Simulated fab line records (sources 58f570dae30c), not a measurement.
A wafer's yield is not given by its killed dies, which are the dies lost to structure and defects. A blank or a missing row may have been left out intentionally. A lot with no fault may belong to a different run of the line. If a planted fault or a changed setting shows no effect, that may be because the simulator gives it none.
Lot-split experiment + flow berkeley-cmos170 + route with 331 steps; 5 lots, 23 wafers read

## THE SPLIT ITSELF
At UCB170_GATE_OXIDATION_01 (target thk 6.6 nm, ox time 1800 s), the setting ox-time-s was moved away from the recipe's 1800 s on 15 of the 23 wafers read, by -7.9% to +14.4%. The other wafers ran this setting at the recipe's value.

Reading taken at the split's own step.

## THE READING
SiO2_of_GATE_OXIDATION_01.thk-nm (the simulator's own value, which no gauge read), in nm, at UCB170_GATE_OXIDATION_01 (target thk 6.6 nm, ox time 1800 s). The file gives no usual value for it. Average 6.470 nm, standard deviation 0.11 nm, over the 8 wafers here run with the recipe.

| wafer  | tool, chamber at the split | ox-time-s as run, s | against the recipe | SiO2_of_GATE_OXIDATION_01.thk-nm, nm | against lot-mates on the recipe |
|--------|----------------------------|---------------------|--------------------|--------------------------------------|---------------------------------|
| L076.1 | -, -                       | 1913                | +6.3%              | 6.934                                | no lot-mate on the recipe       |
| L076.2 | -, -                       | 1913                | +6.3%              | 6.865                                | no lot-mate on the recipe       |
| L076.3 | -, -                       | 1913                | +6.3%              | 6.77                                 | no lot-mate on the recipe       |
| L076.4 | -, -                       | 1913                | +6.3%              | 6.888                                | no lot-mate on the recipe       |
| L076.5 | -, -                       | 1913                | +6.3%              | 6.953                                | no lot-mate on the recipe       |
| L080.2 | furnace-02, 0              | 1800                | recipe             | 6.696                                | -                               |
| L080.3 | furnace-02, 0              | 1800                | recipe             | 6.536                                | -                               |
| L080.6 | furnace-02, 0              | 1800                | recipe             | 6.551                                | -                               |
| L081.1 | -, -                       | 2059                | +14.4%             | 6.923                                | no lot-mate on the recipe       |
| L081.3 | -, -                       | 2059                | +14.4%             | 6.783                                | no lot-mate on the recipe       |
| L081.4 | -, -                       | 2059                | +14.4%             | 6.866                                | no lot-mate on the recipe       |
| L081.5 | -, -                       | 2059                | +14.4%             | 6.966                                | no lot-mate on the recipe       |
| L081.6 | -, -                       | 2059                | +14.4%             | 6.848                                | no lot-mate on the recipe       |
| L085.1 | -, -                       | 1657                | -7.9%              | 5.908                                | no lot-mate on the recipe       |
| L085.2 | -, -                       | 1657                | -7.9%              | 6.016                                | no lot-mate on the recipe       |
| L085.3 | -, -                       | 1657                | -7.9%              | 6.013                                | no lot-mate on the recipe       |
| L085.4 | -, -                       | 1657                | -7.9%              | 5.988                                | no lot-mate on the recipe       |
| L085.6 | -, -                       | 1657                | -7.9%              | 6.033                                | no lot-mate on the recipe       |
| L084.1 | -, -                       | 1800                | recipe             | 6.395                                | -                               |
| L084.2 | -, -                       | 1800                | recipe             | 6.431                                | -                               |
| L084.3 | -, -                       | 1800                | recipe             | 6.364                                | -                               |
| L084.4 | -, -                       | 1800                | recipe             | 6.375                                | -                               |
| L084.6 | -, -                       | 1800                | recipe             | 6.411                                | -                               |

THE FIT
A straight line over all 23 wafers: SiO2_of_GATE_OXIDATION_01.thk-nm changes by +0.0412 nm for each +1% of ox-time-s; r = +0.91; the points scatter about the line by 0.16 nm.
Too few moved wafers have a lot-mate on the recipe to fit a line with each lot's own level taken away.

## THE FILE'S OWN FIT
SiO2_of_GATE_OXIDATION_01.thk-nm changes by +0.0412 nm for each +1% of ox-time-s, r = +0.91.
